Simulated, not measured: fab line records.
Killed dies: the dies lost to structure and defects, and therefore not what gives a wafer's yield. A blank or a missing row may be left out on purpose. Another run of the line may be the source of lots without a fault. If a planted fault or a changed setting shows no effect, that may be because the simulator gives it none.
Which tool is to blame? | flow berkeley_cmos170 | 16 lots with 48 wafers sampled at 4 steps, on a route of 331 steps

## WHAT EACH GAUGE READ, for each wafer
UCB170_PWELL_TW_MEAS_17. Usual: for PWELL_TW the level is 379 and the standard deviation is 3.4.
lot  | measured    | on            | PWELL_TW    | flag
L592 | day 2 19:37 | film_metro-02 | 378 376 377 |
L593 | day 3 01:23 | film_metro-01 | 379 378 377 |
L594 | day 3 12:34 | film_metro-02 | 379 378 379 |
L596 | day 3 18:19 | film_metro-02 | 378 378 378 |
L595 | day 3 18:33 | film_metro-04 | 383 384 384 |
L598 | day 4 09:12 | film_metro-02 | 375 378 375 |
L599 | day 4 22:32 | film_metro-04 | 384 386 385 |
L600 | day 4 22:27 | film_metro-04 | 385 384 388 |
L601 | day 4 22:11 | film_metro-04 | 386 384 385 |
L603 | day 5 15:28 | film_metro-04 | 383 381 383 |
L604 | day 5 15:24 | film_metro-02 | 377 376 375 |
L605 | day 5 21:04 | film_metro-02 | 807 803 802 | OFF
L606 | day 5 20:39 | film_metro-01 | 376 377 376 |
L607 | day 6 00:38 | film_metro-02 | 803 806 805 | OFF
L608 | day 6 04:12 | film_metro-01 | 812 809 813 | OFF
L609 | day 6 14:46 | film_metro-01 | 813 807 809 | OFF

UCB170_WELLDRIVE_THK_MEAS_02. Usual: for WELLDRIVE_OXIDE_THK the level is 197 nm and the standard deviation is 4.3.
lot  | measured    | on            | WELLDRIVE_OXIDE_THK (nm) | flag
L592 | day 3 05:23 | film_metro-03 | 199 197 200              |
L593 | day 3 13:23 | film_metro-02 | 209 204 205              |
L594 | day 3 22:53 | film_metro-02 | 199 197 198              |
L596 | day 4 06:29 | film_metro-02 | 190 193 191              |
L595 | day 4 06:29 | film_metro-03 | 195 194 195              |
L598 | day 4 21:02 | film_metro-03 | 196 196 194              |
L599 | day 5 08:20 | film_metro-02 | 197 195 196              |
L600 | day 5 08:20 | film_metro-03 | 198 199 199              |
L601 | day 5 08:22 | film_metro-01 | 199 199 203              |
L603 | day 6 01:14 | film_metro-02 | 194 192 194              |
L604 | day 6 01:13 | film_metro-01 | 197 197 197              |
L606 | day 6 07:17 | film_metro-03 | 191 196 191              |
L608 | day 6 16:20 | film_metro-02 | 198                      |
L609 | day 7 01:32 | film_metro-03 | 195                      |

## EACH LOT AND THE TOOL THAT RAN IT (in order: tool; ch and the chambers of the sampled wafers; start)
lot  | UCB170_ZERO_STRIP_07                | UCB170_PWELL_IMPLANT_15
L592 | plasma_asher-02 ch 0,1, day 1 15:51 | implanter-02 ch 0, day 2 19:23
L593 | plasma_asher-04 ch 0,1, day 1 21:05 | implanter-04 ch 0, day 3 01:10
L594 | plasma_asher-01 ch 0,1, day 2 00:53 | implanter-03 ch 0, day 3 12:20
L596 | plasma_asher-01 ch 1, day 2 13:42   | implanter-03 ch 0, day 3 18:04
L595 | plasma_asher-02 ch 0,1, day 2 14:15 | implanter-03 ch 0, day 3 18:18
L598 | plasma_asher-04 ch 0,1, day 3 04:04 | implanter-04 ch 0, day 4 08:56
L599 | plasma_asher-01 ch 0,1, day 3 09:29 | implanter-04 ch 0, day 4 22:17
L600 | plasma_asher-02 ch 1, day 3 14:56   | implanter-02 ch 0, day 4 22:12
L601 | plasma_asher-04 ch 0,1, day 3 15:18 | implanter-03 ch 0, day 4 21:58
L603 | plasma_asher-04 ch 0,1, day 4 02:44 | implanter-04 ch 0, day 5 15:15
L604 | plasma_asher-02 ch 0,1, day 4 08:41 | implanter-02 ch 0, day 5 15:09
L605 | plasma_asher-02 ch 0,1, day 4 16:12 | implanter-02 ch 0, day 5 20:50
L606 | plasma_asher-02 ch 0,1, day 4 16:25 | implanter-04 ch 0, day 5 20:24
L607 | plasma_asher-04 ch 0,1, day 4 22:39 | implanter-04 ch 0, day 6 00:23
L608 | plasma_asher-02 ch 0,1, day 5 01:37 | implanter-04 ch 0, day 6 03:57
L609 | plasma_asher-04 ch 0,1, day 5 07:09 | implanter-04 ch 0, day 6 14:31
- UCB170_ZERO_STRIP_07: strips in O2.
- UCB170_PWELL_IMPLANT_15

## WHAT THE TOOLS THEMSELVES READ (means of the sampled wafers that have a number; where no wafer has one, the mark that the record gives instead)
UCB170_ZERO_STRIP_07. Usual: drypump_motor_current_A 5.7 A, standard deviation 0.63; oes_product_au 0.727 a.u., standard deviation 0.0049; strip_time_to_endpoint_s 21.49 s, standard deviation 0.063.
lot  | tool            | drypump_motor_current_A (A) | oes_product_au (a.u.) | strip_time_to_endpoint_s (s) | flag
L592 | plasma_asher-02 | 5.3                         | 0.725                 | 21.48                        |
L593 | plasma_asher-04 | 6.3                         | 0.726                 | 21.53                        |
L594 | plasma_asher-01 | 5.5                         | 0.730                 | 21.49                        |
L596 | plasma_asher-01 | 6.6                         | 0.730                 | 21.50                        |
L595 | plasma_asher-02 | 5.3                         | 0.727                 | 21.43                        |
L598 | plasma_asher-04 | 6.3                         | 0.734                 | 21.42                        |
L599 | plasma_asher-01 | 5.5                         | 0.723                 | 21.44                        |
L600 | plasma_asher-02 | 5.4                         | 0.728                 | 21.44                        |
L601 | plasma_asher-04 | 6.3                         | 0.732                 | 21.49                        |
L603 | plasma_asher-04 | 6.3                         | 0.728                 | 21.55                        |
L604 | plasma_asher-02 | 5.3                         | 0.726                 | 21.60                        |
L605 | plasma_asher-02 | 5.3                         | 0.729                 | 21.46                        |
L606 | plasma_asher-02 | 5.3                         | 0.722                 | 21.51                        |
L607 | plasma_asher-04 | 5.9                         | 0.728                 | 21.57                        |
L608 | plasma_asher-02 | 5.3                         | 0.725                 | 21.60                        |
L609 | plasma_asher-04 | 5.9                         | 0.727                 | 21.46                        |

## THE ANSWER, worked out from the rows above alone
Rule: a lot is off if the mean of its wafers that have a number lies more than 3 standard deviations from the usual mean. A lot without any number at a reading at which 4 lots or more have one is off too. All remaining lots with rows at the step are treated as sound. First the gauges in route order, then the tools' own readings, where a lot's mean is used as printed above. The first step at which some lot is off is used, and at that step the reading that is off furthest; a lot without a number counts as furthest.
Off: L605, L607, L608, L609, at UCB170_PWELL_TW_MEAS_17 (PWELL_TW).
A tool fits if, at a process step before that reading, it ran every lot that is off, and no sound lot after the first of them. The gauges at UCB170_PWELL_TW_MEAS_17 are tried like those tools. No candidate that was tried fits.

## WHAT THE SIMULATOR PUT IN
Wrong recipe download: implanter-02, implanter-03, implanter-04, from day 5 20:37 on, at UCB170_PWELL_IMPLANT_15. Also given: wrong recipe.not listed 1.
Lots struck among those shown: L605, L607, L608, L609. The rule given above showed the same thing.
